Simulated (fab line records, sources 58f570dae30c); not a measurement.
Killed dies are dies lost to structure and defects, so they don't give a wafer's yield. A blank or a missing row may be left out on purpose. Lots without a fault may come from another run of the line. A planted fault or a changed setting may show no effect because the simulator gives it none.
Which tool did it? | flow berkeley_cmos170 | 15 lots, 45 wafers sampled, at 3 steps of a route of 331

WHAT THE GAUGES READ, wafer by wafer
UCB170_START_THK_MEAS_03.
lot  | measured    | on            | START_OXIDE_THK (nm)
L637 | day 1 15:00 | film_metro-03 | 20.4 20.5 20.6
L640 | day 2 03:49 | film_metro-02 | 20.0 20.3 20.4
L642 | day 2 12:43 | film_metro-03 | 19.0 19.5 19.3
L641 | day 2 12:44 | film_metro-04 | 20.6 20.4 20.3
L643 | day 2 19:23 | film_metro-04 | 19.6 19.8 19.7
L644 | day 3 02:07 | film_metro-03 | 20.0 19.7 19.9
L646 | day 3 11:40 | film_metro-04 | 19.5 19.7 19.6
L647 | day 3 16:00 | film_metro-03 | 20.0 19.9 20.0
L649 | day 4 00:32 | film_metro-03 | 20.2 20.1 20.0
L650 | day 4 07:29 | film_metro-04 | 19.9 20.2 20.3
L651 | day 4 11:44 | film_metro-04 | 20.0 20.2 20.1
L652 | day 4 16:20 | film_metro-02 | 19.9 19.7 20.3
L654 | day 5 02:04 | film_metro-04 | 20.1 20.1 20.1
L658 | day 6 01:50 | film_metro-03 | 19.9 19.9 19.9
L660 | day 6 07:15 | film_metro-03 | 20.2 19.9 19.9

UCB170_PWELL_OVL_MEAS_13.
lot  | measured    | on         | PWELL_OVL (nm)
L637 | day 3 00:25 | overlay-02 | 2 8 -2
L640 | day 3 13:00 | overlay-01 | 6 1 6
L642 | day 3 21:07 | overlay-02 | 12 4 -2
L641 | day 3 20:56 | overlay-01 | -5 -7 -3
L643 | day 4 06:42 | overlay-02 | 1 0 1
L644 | day 4 22:11 | overlay-02 | 4 5 1
L646 | day 4 14:13 | overlay-01 | -2 3 1
L647 | day 4 22:18 | overlay-02 | 3 3 9
L649 | day 5 08:41 | overlay-02 | 1 -7 -4
L650 | day 5 19:31 | overlay-02 | -10 -7 -5
L651 | day 5 19:15 | overlay-01 | 2 0 6
L652 | day 6 07:48 | overlay-01 | -2 5 5
L654 | day 6 10:05 | overlay-02 | 1 0 1
L658 | day 7 06:01 | overlay-02 | 9 5 7
L660 | day 7 11:14 | overlay-02 | 4 -10 0

WHICH TOOL RAN EACH LOT (tool, then ch and the chambers of the sampled wafers, then the start)
lot  | UCB170_ZERO_ETCH_06
L637 | rie_diel-04 ch 1,2, day 1 21:02
L640 | rie_diel-02 ch 0,2,3, day 2 06:16
L642 | rie_diel-04 ch 1,2, day 2 18:05
L641 | rie_diel-03 ch 0,1,3, day 2 17:50
L643 | rie_diel-02 ch 0,3, day 2 22:58
L644 | rie_diel-04 ch 2,3, day 3 07:23
L646 | rie_diel-04 ch 0,1,2, day 3 15:35
L647 | rie_diel-03 ch 0,2, day 3 22:27
L649 | rie_diel-04 ch 0,2,3, day 4 04:20
L650 | rie_diel-04 ch 1,2,3, day 4 11:59
L651 | rie_diel-04 ch 0,2,3, day 4 14:11
L652 | rie_diel-02 ch 1,2,3, day 4 22:32
L654 | rie_diel-02 ch 0,1,3, day 5 06:47
L658 | rie_diel-03 ch 0,3, day 6 08:43
L660 | rie_diel-03 ch 0,2,3, day 6 11:02
- UCB170_ZERO_ETCH_06: etches SiO2 in CHF3/CF4/Ar, time 12 s.

WHAT THE TOOLS THEMSELVES READ (means of the sampled wafers that have a number; where no wafer has one, the mark that the record gives instead)
UCB170_ZERO_ETCH_06.
lot  | tool        | cf4_flow_sccm (sccm) | drypump_motor_current_A (A) | mfc_ar_sccm (sccm) | oes_product_au (a.u.) | throttle_valve_pct (%)
L637 | rie_diel-04 | 10.047               | 5.7                         | 120.1              | 0.605                 | 9.29
L640 | rie_diel-02 | 10.000               | 5.2                         | 119.7              | 0.608                 | 9.22
L642 | rie_diel-04 | 10.033               | 5.7                         | 119.7              | 0.610                 | 9.28
L641 | rie_diel-03 | 10.021               | 5.4                         | 120.1              | 0.620                 | 9.34
L643 | rie_diel-02 | 9.984                | 5.2                         | 119.8              | 0.600                 | 9.27
L644 | rie_diel-04 | 9.994                | 6.0                         | 119.9              | 0.606                 | 9.34
L646 | rie_diel-04 | 9.983                | 6.0                         | 120.0              | 0.608                 | 9.21
L647 | rie_diel-03 | 10.004               | 5.9                         | 119.8              | 0.620                 | 9.15
L649 | rie_diel-04 | 10.016               | 6.3                         | 119.9              | 0.606                 | 9.26
L650 | rie_diel-04 | 10.004               | 5.8                         | 119.8              | 0.606                 | 9.28
L651 | rie_diel-04 | 10.008               | 6.3                         | 119.9              | 0.606                 | 9.25
L652 | rie_diel-02 | 9.992                | 5.6                         | 120.0              | 0.612                 | 9.18
L654 | rie_diel-02 | 10.017               | 5.5                         | 119.7              | 0.608                 | 9.25
L658 | rie_diel-03 | 9.978                | 5.1                         | 120.2              | 0.623                 | 9.41
L660 | rie_diel-03 | 9.999                | 5.5                         | 119.7              | 0.628                 | 9.28

THE ANSWER, worked out from the rows above alone
Rule: what is usual is taken from the lots themselves. Put in order of their means at a reading, lots are off if they are a third of the lots or fewer, leave a main group of 4 or more, and stand apart from it by a gap of 3 or more times the standard deviation of the main group's means; of several such gaps the widest counts. A main group whose means are all the same, to the digits that the tables above print for the reading, isn't used. A lot without any number at a reading at which 4 lots or more have one is off too. The other lots that the step has rows for count as sound. The gauges are gone through in route order, then the tools' own readings, and for those a lot's mean is taken as printed above. The first step at which some lot is off is used, and at that step the reading that is off furthest; a lot without a number counts as furthest.
No lot is off at any reading shown: from this, nothing can be told.

WHAT THE SIMULATOR HAD PUT IN
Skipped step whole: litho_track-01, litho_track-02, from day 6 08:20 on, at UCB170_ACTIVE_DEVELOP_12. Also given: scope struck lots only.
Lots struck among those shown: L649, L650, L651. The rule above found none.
